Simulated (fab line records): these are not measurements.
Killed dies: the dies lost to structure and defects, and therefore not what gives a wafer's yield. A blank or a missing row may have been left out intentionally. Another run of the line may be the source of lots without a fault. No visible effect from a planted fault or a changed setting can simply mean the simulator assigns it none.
The same fault as seen by 2 desks ; flow rit-cmos ; each desk holds nothing but its own numbers, with what lay behind them at the end

AT THE TOOL OWNER'S DESK: lpcvd-02
The tool's own readings at RIT_GATE_CVD_08 (deposits poly-Si from SiH4, target thk 250 nm, time 2220 s): means of the sampled wafers that have a number, for each lot that ran on this tool. If a lot's mean is further than 4 standard deviations from the usual mean, the lot is out of limits and carries the mark OUT (the distance appears in the brackets).
Columns: A = zone-power-centre-pct at RIT_GATE_CVD_08, usual 28 %
lot;first seen here;A
L393;day 2 18:57;25
L394;day 3 01:19;32
L397;day 3 13:26;32
L399;day 4 06:53;32
L400;day 4 10:22;25
L401;day 4 10:22;32
L402;day 4 19:04;25
L404;day 5 12:52;32
L406;day 6 03:26;32
This desk's verdict: no lot among the 9 shows anything out of limits.

AT THE METROLOGY DESK
Lot by lot, what the gauges showed, no matter which tool ran the lot: averages of those sampled wafers that carry a number. If a lot's mean is further than 4 standard deviations from the usual mean, the lot is out of limits and carries the mark OUT (the distance appears in the brackets).
Columns: A = PRETRO_OVL at RIT_PRETRO_OVL_MEAS_06, usual -0.6 nm; B = GATE_POLY_THK at RIT_GATE_THK_MEAS_09, usual 250.0 nm; C = NLDD_OVL at RIT_NLDD_OVL_MEAS_06, usual 0.2 nm
lot;first seen here;A;B;C
L393;day 2 15:19;1.3;249.7;0.4
L394;day 2 18:50;-1.5;251.0;1.3
L395;day 2 23:37;-0.7;250.0;0.5
L396;day 3 03:49;-0.6;247.5;0.8
L397;day 3 08:08;-1.0;249.0;-2.1
L398;day 3 14:58;1.9;252.9;0.7
L399;day 3 19:52;0.8;249.8;0.1
L400;day 3 23:17;-1.2;250.6;-1.5
L401;day 4 04:10;-2.8;252.7;0.7
L402;day 4 09:22;0.3;253.2;1.3
L404;day 5 01:18;-2.8;169.3 (-37) OUT;0.4
L406;day 5 13:24;0.5;169.3 (-37) OUT;-0.9
L407;day 5 18:30;-1.2;250.5;-1.4
Finding of this desk: L404, L406 out of limits, first seen on L404 at day 5 14:29 (GATE_POLY_THK at RIT_GATE_THK_MEAS_09). In limits: L393, L394, L395, L396, L397, L398, L399, L400, L401, L402, L407.

PUT TOGETHER
L404, L406 would have let the metrology desk raise an alarm at day 5 14:29.
The tool owner's desk saw nothing out of limits.
Tool owner's desk: L404, L406 on record, inside its limits.
Of the lots named, all ran RIT_GATE_CVD_08 on lpcvd-02.

WHAT THE SIMULATOR PUT IN
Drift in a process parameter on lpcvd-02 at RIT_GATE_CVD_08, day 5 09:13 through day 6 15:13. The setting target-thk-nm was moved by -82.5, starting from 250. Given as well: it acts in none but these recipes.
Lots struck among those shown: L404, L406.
Hours from the fault's start to each desk's first reading out of limits: the metrology desk, 5.
